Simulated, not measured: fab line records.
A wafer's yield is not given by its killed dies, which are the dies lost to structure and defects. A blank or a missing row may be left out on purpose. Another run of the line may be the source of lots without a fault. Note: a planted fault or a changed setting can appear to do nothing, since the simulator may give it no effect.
Split-lot experiment + flow berkeley_cmos170 + 23 wafers read across 5 lots, on a route 331 steps long

## THE SPLIT ITSELF
At UCB170_M1_SPUTTER_00 (material Al, target thk 600 nm, time 80 s), the setting power_w was moved away from the recipe's 6000 W on 10 of the 23 wafers read, by -10.8% to +8.8%. All remaining wafers had this setting at the recipe value.

## SPLIT TO READING: what lies between them in the file, 1 step
- UCB170_M1_RS_MEAS_01: measures by four-point-probe

## THE READING
M1_AL_THK, in nm, at UCB170_M1_THK_MEAS_02 (measures by xrf). On this fab line, fault-free wafers typically give 590 nm with a standard deviation of 8.1 nm.

| wafer  | tool, chamber at the split | power_w as run, W | against the recipe | M1_AL_THK, nm | against lot-mates on the recipe |
|--------|----------------------------|-------------------|--------------------|---------------|---------------------------------|
| L074.1 | pvd_sputter-04, -          | 6000              | recipe             | 588           | -                               |
| L074.2 | pvd_sputter-04, -          | 5362              | -10.6%             | 528           | -60                             |
| L074.3 | pvd_sputter-04, -          | 6000              | recipe             | 583           | -                               |
| L074.4 | pvd_sputter-04, -          | 5362              | -10.6%             | 520           | -68                             |
| L074.6 | pvd_sputter-04, -          | 6000              | recipe             | 594           | -                               |
| L077.1 | pvd_sputter-04, -          | 6000              | recipe             | 591           | -                               |
| L077.2 | pvd_sputter-04, -          | 6000              | recipe             | 602           | -                               |
| L077.3 | pvd_sputter-04, -          | 6000              | recipe             | 599           | -                               |
| L077.4 | pvd_sputter-04, -          | 5714              | -4.8%              | 568           | -29                             |
| L077.5 | pvd_sputter-04, -          | 5714              | -4.8%              | 573           | -24                             |
| L082.1 | pvd_sputter-04, -          | 5354              | -10.8%             | 525           | -64                             |
| L082.2 | pvd_sputter-04, -          | 5354              | -10.8%             | 525           | -64                             |
| L082.3 | pvd_sputter-04, -          | 6000              | recipe             | 589           | -                               |
| L082.5 | pvd_sputter-04, -          | 5354              | -10.8%             | 525           | -64                             |
| L082.6 | pvd_sputter-04, -          | 6000              | recipe             | 588           | -                               |
| L083.1 | pvd_sputter-01, -          | 6527              | +8.8%              | 650           | +48                             |
| L083.2 | pvd_sputter-01, -          | 6000              | recipe             | 598           | -                               |
| L083.3 | pvd_sputter-01, -          | 6527              | +8.8%              | 655           | +52                             |
| L083.5 | pvd_sputter-01, -          | 6000              | recipe             | 607           | -                               |
| L083.6 | pvd_sputter-01, -          | 6527              | +8.8%              | 646           | +44                             |
| L085.2 | pvd_sputter-04, -          | 6000              | recipe             | 597           | -                               |
| L085.4 | pvd_sputter-04, -          | 6000              | recipe             | 602           | -                               |
| L085.5 | pvd_sputter-04, -          | 6000              | recipe             | 603           | -                               |

THE FIT
A straight line over all 23 wafers: M1_AL_THK changes by +6.43 nm for each +1% of power_w; r = +0.99; the points scatter about the line by 6.2 nm.
The same after taking each lot's own level away (the mean of its wafers on the recipe; 23 wafers): +5.77 nm for each +1%; r = +0.99; scatter 3.8 nm.
The reading moves by 62 nm for the largest change in power_w, on that fit.
From 588.3 to 602.5 nm: that is the span of the lots' own levels, equal to 1.7 times the standard deviation above.
Thus the slope moves with the lot-to-lot level: the two fits are different.
Check: with one of the wafers moved furthest among these (-10.8%) left out of the fit, the line predicts -62.7 nm for it against its lot-mates. Against them it came out at -63.5 nm.

## FURTHER SPLITS ON THESE WAFERS
Before the reading, these wafers also passed through other splits. Each is held against what the fit with the lots' levels taken away leaves over:
| other split on the same wafers     | wafers away from the commonest value | r with M1_AL_THK (lot level and that fit taken away) |
|------------------------------------|--------------------------------------|------------------------------------------------------|
| UCB170_PSD_PEB_04 peb_temp_c       | 7                                    | +0.02                                                |
| UCB170_NSD_IMPLANT_08 energy_kev   | 5                                    | -0.07                                                |
| UCB170_SILICIDE_SPUTTER_01 power_w | 7                                    | +0.07                                                |
| UCB170_CONTACT_COAT_04 spin_rpm    | 8                                    | +0.20                                                |

## THE WHOLE CHAIN: every reading that the file lists as answering this split, in the file's order
| step                  | what it does                              | reading                                                                     | change (the file's fit)               | r (the file's) |
|-----------------------|-------------------------------------------|-----------------------------------------------------------------------------|---------------------------------------|----------------|
| UCB170_M1_SPUTTER_00  | material Al, target thk 600 nm, time 80 s | Al_of_M1_SPUTTER_00.thk_nm (the simulator's own value, which no gauge read) | +6.03 nm for each +1% of the setting  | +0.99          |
| UCB170_M1_RS_MEAS_01  | measures by four-point-probe              | M1_AL_RS                                                                    | -0.000541 for each +1% of the setting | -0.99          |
| UCB170_M1_THK_MEAS_02 | measures by xrf                           | M1_AL_THK                                                                   | +5.85 for each +1% of the setting     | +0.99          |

## FILE'S OWN FIT
M1_AL_THK changes by +5.85 nm for each +1% of power_w, r = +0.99.
